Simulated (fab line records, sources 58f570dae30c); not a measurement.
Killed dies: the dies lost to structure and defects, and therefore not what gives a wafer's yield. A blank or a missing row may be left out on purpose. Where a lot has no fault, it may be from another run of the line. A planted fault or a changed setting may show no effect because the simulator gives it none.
Matching of chambers -- flow berkeley_cmos170 -- cmp-02 running UCB170_V1_CMP_02: 4 sister chambers
The step polishes SiO2. 14 wafers are shown with their chamber, then 7 later ones without.

## EACH WAFER AND ITS CHAMBER
wafer,chamber,motor_current_A (A)
L953.1,0,15.7
L953.3,1,15.5
L953.4,3,17.8
L950.1,0,15.9
L950.3,3,17.2
L950.5,3,16.6
L954.1,3,17.1
L954.3,1,16.1
L954.6,1,15.8
L960.3,2,14.6
L960.5,3,16.9
L960.6,2,14.1
L962.2,1,16.5
L962.5,3,17.1

SIGNATURES (means of the wafers above)
reading,chamber 0,chamber 1,chamber 2,chamber 3,scatter within a chamber
motor_current_A,15.800,15.975,14.350,17.117,0.385
Rule: a wafer's distance from a chamber is the root of the sum, over the readings, of the square of ((its reading less the chamber's mean) divided by the reading's scatter). The wafer belongs to the nearest chamber; if the next one is less than 2 further off, it can't be placed. The scatter: take each reading less its chamber's mean, square it, sum over the shown wafers, divide by the number of wafers less the number of chambers, and take the root.

## WAFERS WITHOUT THEIR CHAMBER
wafer,motor_current_A (A)
L962.6,15.0
L961.2,15.6
L961.4,14.6
L961.6,15.6
L971.1,15.2
L971.2,13.9
L971.5,16.9

## WHICH CHAMBER EACH WENT THROUGH
wafer,from the rows above,in truth
L962.6,can't be placed: 2 or 0 or 1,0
L961.2,can't be placed: 0 or 1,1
L961.4,2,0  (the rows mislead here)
L961.6,can't be placed: 0 or 1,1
L971.1,can't be placed: 0 or 1 or 2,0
L971.2,2,2
L971.5,can't be placed: 3 or 1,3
1 of 7 placed correctly. Unplaceable from these rows: 5, with the true chamber sitting among the candidates in 5. Wrongly placed: 1.
